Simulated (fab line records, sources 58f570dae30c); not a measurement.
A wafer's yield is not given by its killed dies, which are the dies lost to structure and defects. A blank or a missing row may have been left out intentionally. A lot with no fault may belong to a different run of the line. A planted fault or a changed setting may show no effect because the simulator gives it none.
fab line records + flow berkeley-cmos170
record:
- lots: 14
- wafers: 42
- last-day: 12
route steps=331 shown PLDD@152 SPACER@171 SDANNEAL@205 CONTACT@233
lots with no fault: from the same line, run without faults
start-h: hours from the record's first day to the start of the lot's first wafer shown + wait-h: time in hours since the lot's previous step + " as in the row above + L1.1+2: a row that stands for several wafers + - either no value or no given start + * or withheld: withheld + < > ~ a bound
route shown NAME@n: names a module that has steps shown in the file, with the first one's number in the route + usual: average and standard deviation across the fault-free wafers + same: alike in all rows + chamber/n: place in a boat + sites: the reading at each site + _std_site: the values' standard deviation + _edge_site: inner sites' mean taken away from outer sites' mean + radius-mm: how far each site lies from the wafer's centre + mask NAME#n: copy n + behind: the tool/chamber that last shaped the wafer + hold: the reason the lot was held/the length of the hold in hours/how it ended + device: the n, p or np transistor that did not switch + end of line: tests run on the same wafers once the route is complete + step lacking rows: just its recipe + killed: at the first sort, the dies lost to defects and structure; wafer yield is something else + map: the dies of a wafer, with x for killed, . for not killed, _ for no die there
set.NAME: setting as actually run; set.NAME@STEP: the setting as run at that earlier step + model.NAME: the simulator's own value behind a step, which no gauge read
the route's steps for a sample of lots (tables are steps, rows are wafers)
services: when a tool's chamber went out of use (start-h, in hours from the record's first day, below 0 if earlier), for how many hours, and the reason
== steps ==
step: UCB170_PLDD_OVL_MEAS_07
usual:
- PLDD_OVL: 0/5.8
| lot.wafer | tool       | chamber | start-h | wait-h | PLDD_OVL[nm] |
|-----------|------------|---------|---------|--------|--------------|
| L928.1    | overlay-01 | -       | 132.40  | 0.1    | -2           |
| L928.3    | "          | -       | "       | "      | -5           |
| L928.5    | "          | -       | "       | "      | -3           |
| L927.3    | overlay-02 | -       | 132.96  | 0.1    | -2           |
| L927.4    | "          | -       | "       | "      | -3           |
| L927.6    | "          | -       | "       | "      | -9           |
| L929.1    | overlay-01 | -       | 148.79  | 0.1    | -4           |
| L929.3    | "          | -       | "       | "      | -7           |
| L929.5    | "          | -       | "       | "      | -12          |
| L930.1    | overlay-01 | -       | 149.07  | 0.1    | 4            |
| L930.4    | "          | -       | "       | "      | 2            |
| L930.5    | "          | -       | "       | "      | 2            |
| L933.3    | overlay-02 | -       | 168.98  | 0.1    | 3            |
| L933.4    | "          | -       | "       | "      | 0            |
| L933.6    | "          | -       | "       | "      | 1            |
| L932.2    | overlay-02 | -       | 169.30  | 0.1    | -5           |
| L932.4    | "          | -       | "       | "      | -2           |
| L932.5    | "          | -       | "       | "      | -7           |
| L937.3    | overlay-02 | -       | 178.23  | 0.1    | -2           |
| L937.4    | "          | -       | "       | "      | 3            |
| L937.6    | "          | -       | "       | "      | 1            |
| L934.1    | overlay-02 | -       | 178.43  | 0.1    | 7            |
| L934.3    | "          | -       | "       | "      | -1           |
| L934.4    | "          | -       | "       | "      | 6            |
| L935.2    | overlay-01 | -       | 178.80  | 0.1    | 1            |
| L935.5    | "          | -       | "       | "      | 7            |
| L935.6    | "          | -       | "       | "      | -4           |
| L941.2    | overlay-02 | -       | 206.30  | 0.1    | 0            |
| L941.5    | "          | -       | "       | "      | -3           |
| L941.6    | "          | -       | "       | "      | 1            |
| L939.1    | overlay-01 | -       | 206.72  | 0.1    | 3            |
| L939.3    | "          | -       | "       | "      | 3            |
| L939.5    | "          | -       | "       | "      | 1            |
| L942.1    | overlay-01 | -       | 211.48  | 0.1    | -4           |
| L942.2    | "          | -       | "       | "      | 3            |
| L942.6    | "          | -       | "       | "      | -3           |
| L947.4    | overlay-01 | -       | 247.35  | 0.1    | 5            |
| L947.5    | "          | -       | "       | "      | -4           |
| L947.6    | "          | -       | "       | "      | 8            |
| L948.2    | overlay-02 | -       | 247.61  | 0.1    | 8            |
| L948.3    | "          | -       | "       | "      | 5            |
| L948.5    | "          | -       | "       | "      | 0            |
step: UCB170_SPACER_CVD_00
recipe:
- material: SiO2
- target-thk-nm: 376
- temp-c: 390
- precursor: TEOS/O2
- time-s: 47
- rf-w: 550
- pressure-mtorr: 9000
usual:
- heater-power-w: 280/44
- susceptor-temp-C: 389.96/0.19
| lot.wafer | tool     | chamber | start-h | wait-h | heater-power-w | susceptor-temp-C |
|-----------|----------|---------|---------|--------|----------------|------------------|
| L928.1    | pecvd-04 | 1       | 135.60  | 0.0    | 260            | 390.29           |
| L928.3    | "        | 0       | "       | "      | 315            | 390.00           |
| L928.5    | "        | 0       | "       | "      | 325            | 390.26           |
| L927.3    | pecvd-04 | 2       | 136.42  | 0.0    | 294            | 390.38           |
| L927.4    | "        | 2       | "       | "      | 301            | 390.02           |
| L927.6    | "        | 1       | "       | "      | 338            | 389.93           |
| L929.1    | pecvd-03 | 2       | 151.30  | 0.0    | 292            | 389.80           |
| L929.3    | "        | 0       | "       | "      | 239            | 389.68           |
| L929.5    | "        | 2       | "       | "      | 306            | 389.92           |
| L930.1    | pecvd-04 | 0       | 151.58  | 0.0    | 356            | 389.51           |
| L930.4    | "        | 2       | "       | "      | 280            | 390.33           |
| L930.5    | "        | 0       | "       | "      | 349            | 389.67           |
| L933.3    | pecvd-04 | 0       | 171.39  | 0.0    | 349            | 389.96           |
| L933.4    | "        | 2       | "       | "      | 279            | 389.75           |
| L933.6    | "        | 0       | "       | "      | 354            | 389.70           |
| L932.2    | pecvd-01 | 1       | 171.59  | 0.0    | 313            | 389.99           |
| L932.4    | "        | 2       | "       | "      | 215            | 389.80           |
| L932.5    | "        | 0       | "       | "      | 344            | 389.75           |
| L937.3    | pecvd-04 | 2       | 180.62  | 0.0    | 267            | 390.00           |
| L937.4    | "        | 0       | "       | "      | 297            | 389.85           |
| L937.6    | "        | 2       | "       | "      | 287            | 389.72           |
| L934.1    | pecvd-03 | 0       | 181.29  | 0.0    | 237            | 389.87           |
| L934.3    | "        | 1       | "       | "      | 222            | 390.04           |
| L934.4    | "        | 1       | "       | "      | 233            | 389.90           |
| L935.2    | pecvd-03 | 2       | 181.62  | 0.0    | 348            | 390.50           |
| L935.5    | "        | 0       | "       | "      | 249            | 390.07           |
| L935.6    | "        | 1       | "       | "      | 227            | 390.01           |
| L941.2    | pecvd-04 | 1       | 209.35  | 0.0    | 290            | 389.86           |
| L941.5    | "        | 0       | "       | "      | 337            | 389.89           |
| L941.6    | "        | 1       | "       | "      | 308            | 389.98           |
| L939.1    | pecvd-01 | 2       | 209.63  | 0.0    | 282            | 389.90           |
| L939.3    | "        | 1       | "       | "      | 225            | 389.59           |
| L939.5    | "        | 1       | "       | "      | 238            | 390.13           |
| L942.1    | pecvd-04 | 0       | 213.91  | 0.0    | 321            | 390.33           |
| L942.2    | "        | 2       | "       | "      | 293            | 389.99           |
| L942.6    | "        | 0       | "       | "      | 321            | 390.49           |
| L947.4    | pecvd-03 | 1       | 249.65  | 0.0    | 209            | 389.79           |
| L947.5    | "        | 2       | "       | "      | 354            | 390.10           |
| L947.6    | "        | 0       | "       | "      | 263            | 389.66           |
| L948.2    | pecvd-03 | 0       | 250.21  | 0.0    | 276            | 390.23           |
| L948.3    | "        | 1       | "       | "      | 263            | 390.11           |
| L948.5    | "        | 0       | "       | "      | 280            | 390.00           |
step: UCB170_SDANNEAL_RTA_01
recipe:
- temp-c: 1050
- time-s: 5
- ambient: N2
usual:
- lamp-power-pct: 39.1/0.57
- wafer_temp_C_max: 1054.9/1.2
| lot.wafer | tool          | chamber | start-h | wait-h | lamp-power-pct | wafer_temp_C_max |
|-----------|---------------|---------|---------|--------|----------------|------------------|
| L928.1    | rtp-anneal-02 | 0       | 145.53  | 0.1    | 39.7           | 1054.2           |
| L928.3    | "             | 0       | "       | "      | 39.7           | 1053.3           |
| L928.5    | "             | 0       | "       | "      | 39.8           | 1053.9           |
| L927.3    | rtp-anneal-01 | 0       | 145.79  | 0.1    | 38.6           | 1055.4           |
| L927.4    | "             | 0       | "       | "      | 38.6           | 1054.4           |
| L927.6    | "             | 0       | "       | "      | 38.6           | 1054.5           |
| L929.1    | rtp-anneal-01 | 0       | 161.70  | 0.1    | 38.6           | 1054.1           |
| L929.3    | "             | 0       | "       | "      | 38.7           | 1057.6           |
| L929.5    | "             | 0       | "       | "      | 38.6           | 1055.7           |
| L930.1    | rtp-anneal-02 | 0       | 162.15  | 0.1    | 39.7           | 1055.2           |
| L930.4    | "             | 0       | "       | "      | 39.7           | 1055.6           |
| L930.5    | "             | 0       | "       | "      | 39.8           | 1054.9           |
| L932.2    | rtp-anneal-02 | 0       | 180.53  | 0.1    | 39.8           | 1055.9           |
| L932.4    | "             | 0       | "       | "      | 39.7           | 1054.9           |
| L932.5    | "             | 0       | "       | "      | 39.7           | 1053.8           |
| L933.3    | rtp-anneal-01 | 0       | 181.16  | 0.1    | 38.6           | 1054.2           |
| L933.4    | "             | 0       | "       | "      | 38.5           | 1056.3           |
| L933.6    | "             | 0       | "       | "      | 38.6           | 1054.9           |
| L934.1    | rtp-anneal-02 | 0       | 190.71  | 0.1    | 39.8           | 1053.8           |
| L934.3    | "             | 0       | "       | "      | 39.8           | 1053.9           |
| L934.4    | "             | 0       | "       | "      | 39.8           | 1055.0           |
| L937.3    | rtp-anneal-01 | 0       | 190.95  | 0.1    | 38.6           | 1054.7           |
| L937.4    | "             | 0       | "       | "      | 38.6           | 1055.2           |
| L937.6    | "             | 0       | "       | "      | 38.6           | 1055.0           |
| L935.2    | rtp-anneal-02 | 0       | 191.22  | 0.1    | 39.8           | 1053.6           |
| L935.5    | "             | 0       | "       | "      | 39.7           | 1054.0           |
| L935.6    | "             | 0       | "       | "      | 39.7           | 1052.8           |
| L941.2    | rtp-anneal-01 | 0       | 220.72  | 0.1    | 38.6           | 1056.8           |
| L941.5    | "             | 0       | "       | "      | 38.6           | 1054.6           |
| L941.6    | "             | 0       | "       | "      | 38.6           | 1056.9           |
| L939.1    | rtp-anneal-01 | 0       | 221.16  | 0.1    | 38.6           | 1054.5           |
| L939.3    | "             | 0       | "       | "      | 38.6           | 1056.4           |
| L939.5    | "             | 0       | "       | "      | 38.6           | 1056.0           |
| L942.1    | rtp-anneal-01 | 0       | 221.61  | 0.1    | 38.6           | 1054.9           |
| L942.2    | "             | 0       | "       | "      | 38.6           | 1057.5           |
| L942.6    | "             | 0       | "       | "      | 38.6           | 1057.9           |
| L947.4    | rtp-anneal-02 | 0       | 262.26  | 0.1    | 39.7           | 1055.0           |
| L947.5    | "             | 0       | "       | "      | 39.7           | 1054.6           |
| L947.6    | "             | 0       | "       | "      | 39.7           | 1054.5           |
| L948.2    | rtp-anneal-01 | 0       | 262.36  | 0.1    | 38.6           | 1053.7           |
| L948.3    | "             | 0       | "       | "      | 38.6           | 1055.9           |
| L948.5    | "             | 0       | "       | "      | 38.6           | 1054.7           |
step: UCB170_CONTACT_ETCH_17
recipe:
- chemistry: N2/H2
- target-depth-a: withheld
- overetch-a: withheld
- target: BARC
- time-s: withheld
- source-w: 500
- bias-w: 100
- pressure-mtorr: 30
- n2-flow-sccm: 100
- h2-flow-sccm: 200
usual:
- bias-w: 100.0/0.33
- chamber-pressure-mTorr: 30.002/0.028
- drypump-motor-current-A: 5.5/0.32
- h2-flow-sccm: 199.9/0.63
- oes-product-au: 0.999/0.022
- throttle-valve-pct: 13.32/0.12
| lot.wafer | tool        | chamber | start-h | wait-h | bias-w | chamber-pressure-mTorr | drypump-motor-current-A | h2-flow-sccm | oes-product-au | throttle-valve-pct |
|-----------|-------------|---------|---------|--------|--------|------------------------|-------------------------|--------------|----------------|--------------------|
| L928.1    | rie-diel-01 | 3       | 150.42  | 0.0    | 99.9   | 30.039                 | 5.8                     | 201.1        | 1.000          | 13.36              |
| L928.3    | "           | 1       | "       | "      | 100.3  | 30.010                 | 5.5                     | 199.2        | 0.972          | 13.38              |
| L928.5    | "           | 2       | "       | "      | 100.1  | 30.053                 | 5.4                     | 201.2        | 0.997          | 13.18              |
| L927.3    | rie-diel-02 | 0       | 150.69  | 0.0    | 100.1  | 30.012                 | 5.0                     | 198.7        | 1.007          | 13.40              |
| L927.4    | "           | 3       | "       | "      | 100.2  | 30.037                 | 5.8                     | 200.3        | 1.048          | 13.44              |
| L927.6    | "           | 2       | "       | "      | 99.9   | 30.022                 | 5.8                     | 199.9        | 0.992          | 13.33              |
| L929.1    | rie-diel-01 | 0       | 166.96  | 0.0    | 100.0  | 29.964                 | 5.6                     | 199.3        | 1.005          | 13.48              |
| L929.3    | "           | 1       | "       | "      | 100.3  | 30.033                 | 5.5                     | 200.1        | 0.959          | 13.36              |
| L929.5    | "           | 0       | "       | "      | 99.6   | 29.965                 | 5.6                     | 200.7        | 1.007          | 13.49              |
| L930.1    | rie-diel-01 | 3       | 168.10  | 0.0    | 100.4  | 29.989                 | 5.8                     | 199.6        | 0.998          | 13.37              |
| L930.4    | "           | 1       | "       | "      | 100.4  | 29.984                 | 5.5                     | 200.4        | 0.970          | 13.39              |
| L930.5    | "           | 1       | "       | "      | 101.0  | 30.016                 | 5.5                     | 200.5        | 0.964          | 13.37              |
| L932.2    | rie-diel-01 | 3       | 185.25  | 0.0    | 99.8   | 30.016                 | 5.8                     | 199.7        | 1.010          | 13.36              |
| L932.4    | "           | 0       | "       | "      | 99.6   | 29.998                 | 5.6                     | 200.5        | 1.011          | 13.50              |
| L932.5    | "           | 3       | "       | "      | 100.0  | 29.975                 | 5.8                     | 199.3        | 1.015          | 13.37              |
| L933.3    | rie-diel-04 | 1       | 185.86  | 0.0    | 100.2  | 30.027                 | 4.9                     | 199.7        | 0.970          | 13.39              |
| L933.4    | "           | 0       | "       | "      | 100.4  | 29.969                 | 5.6                     | 199.6        | 0.994          | 13.09              |
| L933.6    | "           | 3       | "       | "      | 99.7   | 29.987                 | 5.1                     | 199.6        | 0.960          | 13.40              |
| L934.1    | rie-diel-01 | 2       | 195.61  | 0.0    | 99.8   | 30.045                 | 5.4                     | 201.1        | 0.991          | 13.16              |
| L934.3    | "           | 3       | "       | "      | 99.8   | 29.934                 | 5.8                     | 199.4        | 0.998          | 13.36              |
| L934.4    | "           | 0       | "       | "      | 100.4  | 30.013                 | 5.6                     | 199.5        | 1.011          | 13.49              |
| L935.2    | rie-diel-04 | 0       | 197.29  | 0.0    | 100.3  | 29.988                 | 5.6                     | 200.3        | 1.000          | 13.06              |
| L935.5    | "           | 0       | "       | "      | 100.5  | 29.980                 | 5.6                     | 200.6        | 0.990          | 13.06              |
| L935.6    | "           | 3       | "       | "      | 100.2  | 30.014                 | 5.1                     | 200.0        | 0.965          | 13.38              |
| L937.3    | rie-diel-02 | 0       | 197.50  | 0.0    | 100.5  | 30.033                 | 5.0                     | 199.3        | 1.006          | 13.39              |
| L937.4    | "           | 3       | "       | "      | 99.8   | 29.966                 | 5.8                     | 200.5        | 1.049          | 13.43              |
| L937.6    | "           | 1       | "       | "      | 100.4  | 29.959                 | 5.0                     | 200.1        | 1.036          | 13.23              |
| L941.2    | rie-diel-01 | 3       | 225.55  | 0.0    | 100.3  | 30.005                 | 5.8                     | 200.0        | 1.007          | 13.36              |
| L941.5    | "           | 3       | "       | "      | 99.9   | 30.047                 | 5.8                     | 199.9        | 1.003          | 13.36              |
| L941.6    | "           | 2       | "       | "      | 100.6  | 30.003                 | 5.4                     | 198.9        | 0.990          | 13.15              |
| L939.1    | rie-diel-01 | 3       | 228.30  | 0.0    | -      | -                      | -                       | -            | -              | -                  |
| L939.3    | "           | 2       | "       | "      | -      | -                      | -                       | -            | -              | -                  |
| L939.5    | "           | 1       | "       | "      | -      | -                      | -                       | -            | -              | -                  |
| L942.1    | rie-diel-02 | 2       | 228.56  | 0.0    | -      | -                      | -                       | -            | -              | -                  |
| L942.2    | "           | 3       | "       | "      | -      | -                      | -                       | -            | -              | -                  |
| L942.6    | "           | 1       | "       | "      | -      | -                      | -                       | -            | -              | -                  |
| L947.4    | rie-diel-01 | 2       | 267.27  | 0.0    | 100.0  | 30.045                 | 5.4                     | 201.6        | 1.006          | 13.15              |
| L947.5    | "           | 0       | "       | "      | 100.4  | 30.005                 | 5.6                     | 200.1        | 1.017          | 13.49              |
| L947.6    | "           | 1       | "       | "      | 100.2  | 30.005                 | 5.5                     | 199.8        | 0.969          | 13.38              |
| L948.2    | rie-diel-01 | 0       | 267.93  | 0.0    | 100.8  | 29.979                 | 5.6                     | 199.8        | 1.008          | 13.50              |
| L948.3    | "           | 2       | "       | "      | 100.1  | 30.012                 | 5.4                     | 199.2        | 0.999          | 13.16              |
| L948.5    | "           | 0       | "       | "      | 100.0  | 30.027                 | 5.6                     | 199.3        | 1.006          | 13.48              |
step: UCB170_CONTACT_ETCH_18
recipe:
- chemistry: CHF3/CF4/Ar
- target: PSG
- stop-on: TiSi2
- CHF3_flow_sccm: 45
- cf4-flow-sccm: 15
- Ar_flow_sccm: 150
- pressure-mtorr: 200
- rf-w: 700
- target-depth-a: 8400
- over-etch-frac: 0.2
- time-s: 195
usual:
- CHF3_flow_sccm: 45.00/0.13
- cf4-flow-sccm: 15.01/0.047
- drypump-motor-current-A: 5.4/0.32
- oes-product-au: 0.881/0.016
- throttle-valve-pct: 6.96/0.1
| lot.wafer | tool        | chamber | start-h | wait-h | CHF3_flow_sccm | cf4-flow-sccm | drypump-motor-current-A | oes-product-au | rf-hours-counter-h | throttle-valve-pct |
|-----------|-------------|---------|---------|--------|----------------|---------------|-------------------------|----------------|--------------------|--------------------|
| L928.1    | rie-diel-01 | 3       | -       | -      | 44.90          | 15.01         | 5.8                     | 0.881          | 130                | 6.97               |
| L928.3    | "           | 1       | "       | "      | 44.71          | 14.90         | 5.5                     | 0.860          | 5                  | 6.97               |
| L928.5    | "           | 2       | "       | "      | 44.78          | 15.03         | 5.4                     | 0.867          | -                  | 6.86               |
| L927.3    | rie-diel-02 | 0       | -       | -      | 44.99          | 14.98         | 4.9                     | 0.912          | 35                 | 7.04               |
| L927.4    | "           | 3       | "       | "      | 45.00          | 14.96         | 5.8                     | 0.921          | 126                | 7.00               |
| L927.6    | "           | 2       | "       | "      | 45.17          | 14.96         | 5.8                     | 0.885          | -                  | 6.96               |
| L929.1    | rie-diel-01 | 0       | -       | -      | 45.09          | 15.06         | 5.6                     | 0.890          | 67                 | 7.10               |
| L929.3    | "           | 1       | "       | "      | 45.12          | 15.04         | 5.5                     | 0.866          | 6                  | 6.98               |
| L929.5    | "           | 0       | "       | "      | 44.92          | 15.01         | 5.6                     | 0.884          | -                  | 7.08               |
| L930.1    | rie-diel-01 | 3       | -       | -      | 45.02          | 14.89         | 5.8                     | 0.893          | 131                | 6.96               |
| L930.4    | "           | 1       | "       | "      | 45.12          | 15.00         | 5.5                     | 0.858          | 6                  | 6.97               |
| L930.5    | "           | 1       | "       | "      | 45.13          | 15.06         | 5.5                     | 0.861          | -                  | 7.00               |
| L932.2    | rie-diel-01 | 3       | -       | -      | 45.16          | 15.14         | 5.8                     | 0.885          | 132                | 6.97               |
| L932.4    | "           | 0       | "       | "      | 44.88          | 14.95         | 5.6                     | 0.894          | 68                 | 7.10               |
| L932.5    | "           | 3       | "       | "      | 45.10          | 15.06         | 5.8                     | 0.892          | -                  | 6.99               |
| L933.3    | rie-diel-04 | 1       | -       | -      | 44.95          | 14.97         | 4.9                     | 0.859          | 4                  | 7.07               |
| L933.4    | "           | 0       | "       | "      | 44.91          | 14.93         | 5.6                     | 0.880          | 20                 | 6.70               |
| L933.6    | "           | 3       | "       | "      | 44.89          | 15.08         | 5.1                     | 0.859          | -                  | 7.07               |
| L934.1    | rie-diel-01 | 2       | -       | -      | 45.00          | 14.99         | 5.4                     | 0.883          | 33                 | 6.85               |
| L934.3    | "           | 3       | "       | "      | 44.78          | 15.07         | 5.8                     | 0.886          | 132                | 6.98               |
| L934.4    | "           | 0       | "       | "      | 45.15          | 14.99         | 5.6                     | 0.884          | 68                 | 7.07               |
| L935.2    | rie-diel-04 | 0       | -       | -      | 45.16          | 14.94         | 5.6                     | 0.880          | 20                 | 6.70               |
| L935.5    | "           | 0       | "       | "      | 45.10          | 15.03         | 5.6                     | 0.882          | -                  | 6.71               |
| L935.6    | "           | 3       | "       | "      | 45.22          | 15.03         | 5.1                     | 0.849          | -                  | 7.08               |
| L937.3    | rie-diel-02 | 0       | -       | -      | 44.96          | 15.09         | 4.9                     | 0.900          | 37                 | 7.06               |
| L937.4    | "           | 3       | "       | "      | 44.89          | 14.94         | 5.8                     | 0.911          | 128                | 7.01               |
| L937.6    | "           | 1       | "       | "      | 45.06          | 15.07         | 5.0                     | 0.888          | -                  | 6.93               |
| L941.2    | rie-diel-01 | 3       | -       | -      | 45.08          | 15.01         | 5.8                     | 0.895          | 134                | 6.96               |
| L941.5    | "           | 3       | "       | "      | 45.35          | 15.02         | 5.8                     | 0.889          | -                  | 6.97               |
| L941.6    | "           | 2       | "       | "      | 44.95          | 14.95         | 5.4                     | 0.881          | -                  | 6.84               |
| L939.1    | rie-diel-01 | 3       | -       | -      | 45.04          | 14.99         | 5.8                     | 0.372          | 134                | 6.98               |
| L939.3    | "           | 2       | "       | "      | 44.83          | 14.96         | 5.4                     | 0.377          | 35                 | 6.86               |
| L939.5    | "           | 1       | "       | "      | 45.03          | 15.00         | 5.5                     | 0.363          | -                  | 6.98               |
| L942.1    | rie-diel-02 | 2       | -       | -      | 44.94          | 14.93         | 5.8                     | 0.380          | 50                 | 6.96               |
| L942.2    | "           | 3       | "       | "      | 45.01          | 14.97         | 5.8                     | 0.385          | 130                | 7.00               |
| L942.6    | "           | 1       | "       | "      | 44.93          | 15.06         | 5.0                     | 0.374          | -                  | 6.95               |
| L947.4    | rie-diel-01 | 2       | -       | -      | 44.85          | 15.05         | 5.4                     | 0.879          | 36                 | 6.84               |
| L947.5    | "           | 0       | "       | "      | 44.90          | 15.03         | 5.6                     | 0.889          | -                  | 7.09               |
| L947.6    | "           | 1       | "       | "      | 44.95          | 15.03         | 5.5                     | 0.860          | -                  | 6.97               |
| L948.2    | rie-diel-01 | 0       | -       | -      | 45.00          | 15.02         | 5.6                     | 0.898          | 71                 | 7.07               |
| L948.3    | "           | 2       | "       | "      | 45.12          | 15.01         | 5.4                     | 0.875          | 36                 | 6.83               |
| L948.5    | "           | 0       | "       | "      | 45.21          | 15.07         | 5.6                     | 0.882          | -                  | 7.09               |
step: UCB170_CONTACT_CD_MEAS_90
recipe:
- target-cd-nm: 700
usual:
- cd-nm: 700.3/1.5
| lot.wafer | tool      | chamber | start-h | wait-h | cd-nm |
|-----------|-----------|---------|---------|--------|-------|
| L928.1    | cd-sem-01 | -       | 150.69  | 0.1    | 700.2 |
| L928.3    | "         | -       | "       | "      | 700.1 |
| L928.5    | "         | -       | "       | "      | 700.5 |
| L927.3    | cd-sem-01 | -       | 151.00  | 0.1    | 699.5 |
| L927.4    | "         | -       | "       | "      | 703.3 |
| L927.6    | "         | -       | "       | "      | 700.7 |
| L929.1    | cd-sem-02 | -       | 167.22  | 0.1    | 701.0 |
| L929.3    | "         | -       | "       | "      | 700.4 |
| L929.5    | "         | -       | "       | "      | 700.4 |
| L930.1    | cd-sem-02 | -       | 168.37  | 0.1    | 700.4 |
| L930.4    | "         | -       | "       | "      | 700.8 |
| L930.5    | "         | -       | "       | "      | 701.9 |
| L932.2    | cd-sem-01 | -       | 185.54  | 0.1    | 698.7 |
| L932.4    | "         | -       | "       | "      | 699.5 |
| L932.5    | "         | -       | "       | "      | 700.8 |
| L933.3    | cd-sem-02 | -       | 186.16  | 0.1    | 699.3 |
| L933.4    | "         | -       | "       | "      | 697.4 |
| L933.6    | "         | -       | "       | "      | 699.2 |
| L934.1    | cd-sem-02 | -       | 195.88  | 0.1    | 700.8 |
| L934.3    | "         | -       | "       | "      | 699.7 |
| L934.4    | "         | -       | "       | "      | 700.4 |
| L935.2    | cd-sem-02 | -       | 197.58  | 0.1    | 699.7 |
| L935.5    | "         | -       | "       | "      | 698.5 |
| L935.6    | "         | -       | "       | "      | 700.3 |
| L937.3    | cd-sem-01 | -       | 197.81  | 0.1    | 701.0 |
| L937.4    | "         | -       | "       | "      | 702.8 |
| L937.6    | "         | -       | "       | "      | 701.2 |
| L941.2    | cd-sem-01 | -       | 225.84  | 0.1    | 700.2 |
| L941.5    | "         | -       | "       | "      | 702.2 |
| L941.6    | "         | -       | "       | "      | 701.4 |
| L939.1    | cd-sem-02 | -       | 228.57  | 0.1    | -     |
| L939.3    | "         | -       | "       | "      | -     |
| L939.5    | "         | -       | "       | "      | -     |
| L942.1    | cd-sem-01 | -       | 228.84  | 0.1    | -     |
| L942.2    | "         | -       | "       | "      | -     |
| L942.6    | "         | -       | "       | "      | -     |
| L947.4    | cd-sem-02 | -       | 267.60  | 0.1    | 697.8 |
| L947.5    | "         | -       | "       | "      | 696.4 |
| L947.6    | "         | -       | "       | "      | 698.6 |
| L948.2    | cd-sem-01 | -       | 268.22  | 0.1    | 698.3 |
| L948.3    | "         | -       | "       | "      | 698.3 |
| L948.5    | "         | -       | "       | "      | 697.0 |
== services ==
| tool        | chamber | start-h | hours | kind       |
|-------------|---------|---------|-------|------------|
| pecvd-03    | 1       | 133.79  | 15.9  | repair     |
| pecvd-03    | -       | 135.50  | 14.0  | pm         |
| pecvd-03    | 0       | 135.50  | 14.0  | vent-cycle |
| pecvd-03    | 1       | 135.50  | 14.1  | vent-cycle |
| pecvd-03    | 2       | 135.50  | 14.0  | vent-cycle |
| pecvd-01    | -       | 141.19  | 14.6  | pm         |
| pecvd-03    | 0       | 149.50  | -     | clean      |
| pecvd-03    | 1       | 149.50  | -     | clean      |
| rie-diel-02 | 2       | 174.30  | 11.2  | repair     |
| pecvd-04    | -       | 180.97  | 28.1  | pm         |
| pecvd-01    | -       | 182.49  | 0.4   | repair     |
| rie-diel-02 | 0       | 185.32  | 1.3   | repair     |
| pecvd-01    | -       | 187.23  | 6.0   | pm         |
| rie-diel-02 | 0       | 188.46  | 7.2   | repair     |
| rie-diel-02 | 2       | 197.88  | 4.0   | repair     |
| rie-diel-04 | 1       | 205.34  | 3.3   | repair     |
| pecvd-04    | -       | 221.39  | 5.2   | repair     |
| rie-diel-01 | -       | 234.44  | 2.8   | pm         |
| pecvd-01    | -       | 242.50  | 14.0  | pm         |
| rie-diel-02 | -       | 244.89  | 2.8   | pm         |
| pecvd-01    | 0       | 246.11  | 5.7   | repair     |
| pecvd-01    | 2       | 251.33  | 8.2   | repair     |
| pecvd-04    | 0       | 252.69  | 3.8   | repair     |
| rie-diel-01 | 0       | 254.25  | 9.5   | repair     |
== key ==
first-sign:
- step: UCB170_CONTACT_ETCH_17
- reading: tool-record
- direction: missing
effect:
- step: UCB170_CONTACT_ETCH_18
- reading: oes-product-au
- direction: down
- sigmas: 31
- usual: 0.881
- struck: 0.375
effect:
- step: UCB170_CONTACT_CD_MEAS_90
- reading: cd-nm
- direction: missing
met-at UCB170_CONTACT_ETCH_17
struck-lots L939,L942
later-rows-left-out L939.1,L939.3,L939.5,L942.1,L942.2,L942.6
sort-left-out L939.1,L939.3,L939.5,L942.1,L942.2,L942.6
tester-left-out L939,L942
not-acting-at UCB170_PLDD_OVL_MEAS_07,UCB170_SPACER_CVD_00,UCB170_SDANNEAL_RTA_01
onset-between 225.55 228.30
fault:
- kind: skipped-step-whole
- tool: rie-diel-01,rie-diel-02
- chamber: -
- onset-h: 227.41
- steps: UCB170_CONTACT_ETCH_17
- scope: struck-lots-only
tester-left-out: of these lots the tester's yield and bins aren't shown, on N5 and GAA mostly nor the transistor test; their killed dies are dies lost to structure and defects alone, not to doping, threshold or leakage, so they don't give the yield
sort-left-out: the simulated sort isn't trusted on such a fault, so these wafers' sort isn't shown, and their yield isn't known
later-rows-left-out: the simulator's readings of these wafers behind a module that went badly wrong aren't trusted and aren't shown, but for the sort
